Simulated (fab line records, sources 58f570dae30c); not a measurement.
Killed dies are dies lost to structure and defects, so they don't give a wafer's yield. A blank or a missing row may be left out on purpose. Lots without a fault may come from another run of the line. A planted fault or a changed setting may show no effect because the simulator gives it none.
Problem report in the 8D (eight disciplines) form, filled by code | flow berkeley_cmos170 | the parts of the form that need people (team, actions taken, sign-off) are left out

1. THE PROBLEM
cd_nm at UCB170_M1_CD_MEAS_90 reads a mean of 684.5 nm on 6 wafers of 2 lots; wafers without a fault read 701.0 nm with a standard deviation of 2.5. That is -6.6 standard deviations from the usual mean.
The step: target cd 700 nm.
First seen on wafer L656.1, day 9 23:01, on cd_sem-01. The record holds 42 wafers of 14 lots with a number at this step. Rule for "out", or "out of limits": more than 4 standard deviations from the usual mean. The other wafers with a number count as sound.

2. WHAT IT IS AND WHAT IT IS NOT
question                    | is                     | is not
which readings at this step | cd_nm                  | -
which lots                  | L655, L656             | L643, L644, L645, L646, L647, L649, L651, L652, L661, L662, L664, L665
which wafers of those lots  | all that have a number | -
read on which gauges        | cd_sem-01, cd_sem-02   | -
when                        | from day 9 23:01       | up to then (24 sound wafers); but 12 sound wafers of L661, L662, L664, L665 came after

3. SUSPECTS, AND WHAT RULES EACH OUT
Counting: a tool at a process step up to the reading stays a suspect if it ran every lot that is out and no sound lot after the first of them.
- the gauge at UCB170_M1_CD_MEAS_90: ruled out. The wafers that are out were read on 2 gauges (cd_sem-01, cd_sem-02).
- rtp_anneal-02 at UCB170_CONTACT_RTA_08 (time 10 s): ruled out as a lasting fault. Sound lots L661, L662, L665 ran on it after its first lot that is out, L656 (day 9 19:31).
- plasma_asher-04 at UCB170_CONTACT_STRIP_19 (strips in O2): ruled out as a lasting fault. Sound lots L661, L662 ran on it after its first lot that is out, L656 (day 9 20:53).
- rie_metal-03 at UCB170_M1_METAL_ETCH_12 (etches Al in Cl2/BCl3, stops on PSG, target depth 780 nm, time 130 s): kept. It ran every lot that is out, first L656 (day 9 22:47), and no sound lot after that; its last sound lot up to then is L652 (day 9 03:10). Its own readings are out on those wafers: oes_product_au, run_length_s.
Left after counting: rie_metal-03 at UCB170_M1_METAL_ETCH_12.

4. THE CAUSE (what the simulator had put in)
Process parameter drift: rie_metal-03, from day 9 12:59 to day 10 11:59, at UCB170_M1_METAL_ETCH_12. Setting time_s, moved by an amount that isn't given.
Counting left only this tool.

5. THE CHAIN OF EFFECTS, in route order
Each row: a reading whose mean over the struck wafers that have a number lies more than 3 standard deviations from the usual. Only readings for which the record gives a usual standard deviation are gone through. hours: the time from each lot's start at the first step in this table that gives one to its start at this step, as a median over the lots. sigmas: the change in usual standard deviations.
hours | step                    | reading        | usual      | on struck wafers | change | sigmas
0     | UCB170_M1_METAL_ETCH_12 | oes_product_au | 0.846 a.u. | 0.698            | -0.148 | -15
0     | UCB170_M1_METAL_ETCH_12 | run_length_s   | 158.6 s    | 216.3            | +57.7  | +59
0     | UCB170_M1_STRIP_13      | oes_product_au | 0.720 a.u. | 0.566            | -0.154 | -34
0     | UCB170_M1_CD_MEAS_90    | cd_nm          | 701.0 nm   | 684.5            | -16.5  | -6.6
The process steps in it:
- UCB170_M1_METAL_ETCH_12: etches Al in Cl2/BCl3, stops on PSG, target depth 780 nm, time 130 s.
- UCB170_M1_STRIP_13: strips in O2.

6. WHAT WOULD HAVE CAUGHT IT SOONER
In this record the first reading out of limits at a measuring or inspecting step was taken at day 9 23:01, 10 hours after the fault began at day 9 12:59.
The tool's own readings at UCB170_M1_METAL_ETCH_12 were out on every struck wafer that the step has a row for (oes_product_au, run_length_s): an alarm limit on them would have fired on the first of those.
Of the lots that are out (2), L655 began UCB170_M1_METAL_ETCH_12 on rie_metal-03 after day 9 23:01. A hold on the tool at that time would have spared it.
